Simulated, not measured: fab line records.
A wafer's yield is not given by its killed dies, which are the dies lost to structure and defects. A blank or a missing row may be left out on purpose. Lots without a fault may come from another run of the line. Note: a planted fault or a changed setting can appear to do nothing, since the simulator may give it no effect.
Which tool was responsible? -- flow berkeley cmos170 -- 42 wafers from 14 lots sampled at 2 of the route's 331 steps

== WHAT EACH GAUGE READ, for each wafer ==
UCB170_M2_CD_MEAS_90: target cd 700 nm. Usual: cd nm 700.8 nm, standard deviation 2.6.
lot,measured,on,cd nm (nm),flag
L617,day 8 16:59,cd sem-02,701.6 702.9 703.4,
L618,day 8 18:01,cd sem-01,705.3 701.2 704.0,
L620,day 9 06:24,cd sem-01,699.8 700.1 697.1,
L621,day 9 18:50,cd sem-01,700.6 698.9 698.4,
L624,day 9 20:09,cd sem-02,702.7 705.2 699.9,
L625,day 10 08:02,cd sem-01,700.7 703.4 703.2,
L629,day 10 18:41,cd sem-01,699.2 700.8 698.9,
L630,day 11 07:16,cd sem-01,703.8 701.2 702.7,
L632,day 11 08:30,cd sem-02,700.8 699.3 704.1,
L633,day 11 12:26,cd sem-01,697.0 695.8 701.7,
L634,day 11 13:16,cd sem-02,700.8 702.3 701.3,
L638,day 12 13:50,cd sem-01,697.2 699.5 702.0,
L637,day 12 14:01,cd sem-02,703.1 703.5 699.2,
L639,day 13 06:18,cd sem-01,701.2 700.5 703.9,

== EACH LOT AND THE TOOL THAT RAN IT (in order: tool; ch and the chambers of the sampled wafers; start) ==
lot,UCB170_M1_ETCH_11
L617,"rie diel-03 ch 0,3, day 8 06:16"
L618,"rie diel-01 ch 0,1,3, day 8 09:50"
L620,"rie diel-03 ch 1,2,3, day 8 23:34"
L621,"rie diel-04 ch 0,1,3, day 9 10:07"
L624,"rie diel-03 ch 0,1,3, day 9 13:10"
L625,"rie diel-04 ch 0,3, day 9 23:01"
L629,"rie diel-04 ch 0,1,3, day 10 10:50"
L630,"rie diel-04 ch 0,2,3, day 10 22:17"
L632,"rie diel-03 ch 0,2, day 10 23:37"
L633,"rie diel-03 ch 0,1,3, day 11 04:11"
L634,"rie diel-04 ch 0,3, day 11 04:59"
L638,"rie diel-03 ch 0,1,3, day 12 04:38"
L637,"rie diel-04 ch 0,2, day 12 04:55"
L639,"rie diel-04 ch 1,3, day 12 21:29"
- UCB170_M1_ETCH_11: etches BARC in N2/H2.

== WHAT THE TOOLS THEMSELVES READ (means of the sampled wafers that have a number; where no wafer has one, the mark that the record gives instead) ==
UCB170_M1_ETCH_11. Usual: bias w 100.04 W, standard deviation 0.3; drypump motor current A 5.9 A, standard deviation 0.42; oes product au 0.997 a.u., standard deviation 0.015; rf fwd power W 494.3 W, standard deviation 2.3; throttle valve pct 13.29 %, standard deviation 0.18.
lot,tool,bias w (W),drypump motor current A (A),oes product au (a.u.),rf fwd power W (W),throttle valve pct (%),flag
L617,rie diel-03,100.30,5.4,1.001,492.0,13.13,
L618,rie diel-01,100.21,5.9,0.995,493.4,13.34,
L620,rie diel-03,99.97,5.7,0.999,493.0,13.29,
L621,rie diel-04,100.13,6.2,1.007,495.3,13.23,
L624,rie diel-03,100.23,5.8,0.985,495.5,13.32,
L625,rie diel-04,100.23,6.2,1.002,497.6,13.37,
L629,rie diel-04,99.94,6.2,0.999,494.5,13.24,
L630,rie diel-04,100.27,6.0,1.009,495.0,13.38,
L632,rie diel-03,100.36,5.9,0.992,494.9,13.28,
L633,rie diel-03,100.04,5.8,0.991,494.0,13.30,
L634,rie diel-04,99.79,6.2,1.006,495.4,13.37,
L638,rie diel-03,100.10,5.9,0.990,495.7,13.32,
L637,rie diel-04,100.04,6.0,0.991,495.3,13.42,
L639,rie diel-04,99.95,6.1,0.990,494.4,13.19,

== THE ANSWER, worked out from the rows above alone ==
Rule: a lot counts as off when the mean over its wafers that have a number is more than 3 standard deviations away from the usual mean. Also off: a lot with no number at a reading for which 4 or more lots have one. All remaining lots with rows at the step are treated as sound. The gauges are gone through in route order, then the tools' own readings, and for those a lot's mean is taken as printed above. The first step at which some lot is off is used, and at that step the reading that is off furthest; a lot without a number counts as furthest.
Nothing can be told from this: no lot is off at any reading shown.

== WHAT HAD BEEN PUT IN BY THE SIMULATOR ==
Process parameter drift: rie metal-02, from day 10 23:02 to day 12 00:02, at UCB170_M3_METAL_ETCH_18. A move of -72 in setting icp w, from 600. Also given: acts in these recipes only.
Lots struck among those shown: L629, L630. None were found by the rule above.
